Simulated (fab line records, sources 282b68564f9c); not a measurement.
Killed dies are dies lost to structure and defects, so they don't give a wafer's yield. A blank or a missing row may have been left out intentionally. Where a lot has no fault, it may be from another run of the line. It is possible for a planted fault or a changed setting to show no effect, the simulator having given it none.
Commonality check across tools -- flow rit cmos -- 14 lots, 48 wafers sampled

== WHY IT WAS OPENED ==
RIT_M1_RS_MEAS_01, reading M1_AL_RS: flagged on 2 of 14 lots. No-fault wafers: 0.0734 ohm/sq, standard deviation 0.00078.
Rule: a lot is flagged in two cases, either no wafer of it has a number, or all its wafers with numbers fall more than 4 standard deviations from that mean. The rest of the lots are taken to be sound.

lot,measured,on,"M1_AL_RS (ohm/sq), wafer by wafer",flag
L281,day 3 06:21,film metro-04,0.0730 0.0729 0.0731,
L282,day 3 10:08,film metro-04,0.0741 0.0739 0.0743,
L284,day 3 20:42,film metro-02,0.0735 0.0730 0.0741,
L285,day 4 02:50,film metro-04,0.0727 0.0734 0.0721,
L286,day 4 09:59,film metro-01,0.0744 0.0745 0.0739,
L287,day 4 12:00,film metro-04,0.0738 0.0735 0.0733,
L288,day 4 16:44,film metro-02,0.0730 0.0727 0.0728,
L289,day 5 00:27,film metro-04,0.0735 0.0745 0.0737,
L290,day 5 04:08,film metro-04,0.0358 0.0362 0.0363 0.0358 0.0361 0.0362,FLAGGED
L291,day 5 07:11,film metro-01,0.0730 0.0727 0.0729,
L292,day 5 13:23,film metro-01,0.0745 0.0735 0.0741,
L293,day 5 17:16,film metro-04,0.0747 0.0737 0.0735,
L294,day 6 03:55,film metro-04,0.0364 0.0364 0.0364 0.0365 0.0365 0.0365,FLAGGED
L302,day 7 13:38,film metro-02,0.0737 0.0731 0.0738,
The numbers of the flagged lots are 0.0363 ohm/sq on average: -0.0371 ohm/sq against the usual, or -48 standard deviations.

== TOOL THAT RAN EACH LOT ==
The record holds 2 process steps before the reading, out of a route of 202 steps. Read each cell as the tool, then ch plus the chambers that the sampled wafers visited, then the start.
lot,flag,RIT_SILICIDE_RTA_06,RIT_M1_SPUTTER_00
L281,,"rtp anneal-02 ch 0, day 3 03:46","pvd sputter-04, day 3 06:04"
L282,,"rtp anneal-01 ch 0, day 3 07:26","pvd sputter-01, day 3 09:48"
L284,,"rtp anneal-01 ch 0, day 3 18:00","pvd sputter-01, day 3 20:25"
L285,,"rtp anneal-02 ch 0, day 3 23:59","pvd sputter-04, day 4 02:32"
L286,,"rtp anneal-01 ch 0, day 4 07:19","pvd sputter-01, day 4 09:40"
L287,,"rtp anneal-02 ch 0, day 4 09:23","pvd sputter-04, day 4 11:41"
L288,,"rtp anneal-01 ch 0, day 4 14:09","pvd sputter-03, day 4 16:26"
L289,,"rtp anneal-02 ch 0, day 4 21:50","pvd sputter-01, day 5 00:08"
L290,FLAGGED,"rtp anneal-02 ch 0, day 5 00:42","pvd sputter-03, day 5 03:11"
L291,,"rtp anneal-01 ch 0, day 5 04:22","pvd sputter-01, day 5 06:53"
L292,,"rtp anneal-02 ch 0, day 5 10:40","pvd sputter-03, day 5 13:04"
L293,,"rtp anneal-01 ch 0, day 5 14:25","pvd sputter-01, day 5 16:58"
L294,FLAGGED,"rtp anneal-02 ch 0, day 6 00:43","pvd sputter-04, day 6 03:07"
L302,,"rtp anneal-02 ch 0, day 7 10:49","pvd sputter-03, day 7 13:20"
What these steps do:
- RIT_SILICIDE_RTA_06: time 10 s, ramp up 5 s, ramp down 10 s.
- RIT_M1_SPUTTER_00: material Al, target thk 400 nm, time 500 s.
- RIT_M1_RS_MEAS_01: measures by four-point-probe.

== FLAGGED OVER TOTAL, TOOL BY TOOL (the gauges that took the reading come last) ==
step,tool,lots run,flagged,share of the flagged lots,sound lots run after its first flagged lot
RIT_SILICIDE_RTA_06,rtp anneal-01,6,0,none,-
RIT_SILICIDE_RTA_06,rtp anneal-02,8,2,all,"2 (L292,L302)"
RIT_M1_SPUTTER_00,pvd sputter-01,6,0,none,-
RIT_M1_SPUTTER_00,pvd sputter-03,4,1,some,"2 (L292,L302)"
RIT_M1_SPUTTER_00,pvd sputter-04,4,1,some,0
RIT_M1_RS_MEAS_01,film metro-01,3,0,none,-
RIT_M1_RS_MEAS_01,film metro-02,3,0,none,-
RIT_M1_RS_MEAS_01,film metro-04,8,2,all,1 (L293)

== WHAT THE TABLE PERMITS ==
2 rows of the table ran every flagged lot: rtp anneal-02 at RIT_SILICIDE_RTA_06, film metro-04 at RIT_M1_RS_MEAS_01.
- rtp anneal-02 at RIT_SILICIDE_RTA_06: 2 of its 8 lots flagged. Lots that were sound ran on it after the first flagged one (L292, L302); a persistent fault on the entire tool would not allow that.
- film metro-04 at RIT_M1_RS_MEAS_01: 2 of its 8 lots flagged. Lots that were sound ran on it after the first flagged one (L293); a persistent fault on the entire tool would not allow that.
Every row of the table either missed a flagged lot or ran a sound lot after the first.

== WHAT HAD BEEN PUT IN BY THE SIMULATOR ==
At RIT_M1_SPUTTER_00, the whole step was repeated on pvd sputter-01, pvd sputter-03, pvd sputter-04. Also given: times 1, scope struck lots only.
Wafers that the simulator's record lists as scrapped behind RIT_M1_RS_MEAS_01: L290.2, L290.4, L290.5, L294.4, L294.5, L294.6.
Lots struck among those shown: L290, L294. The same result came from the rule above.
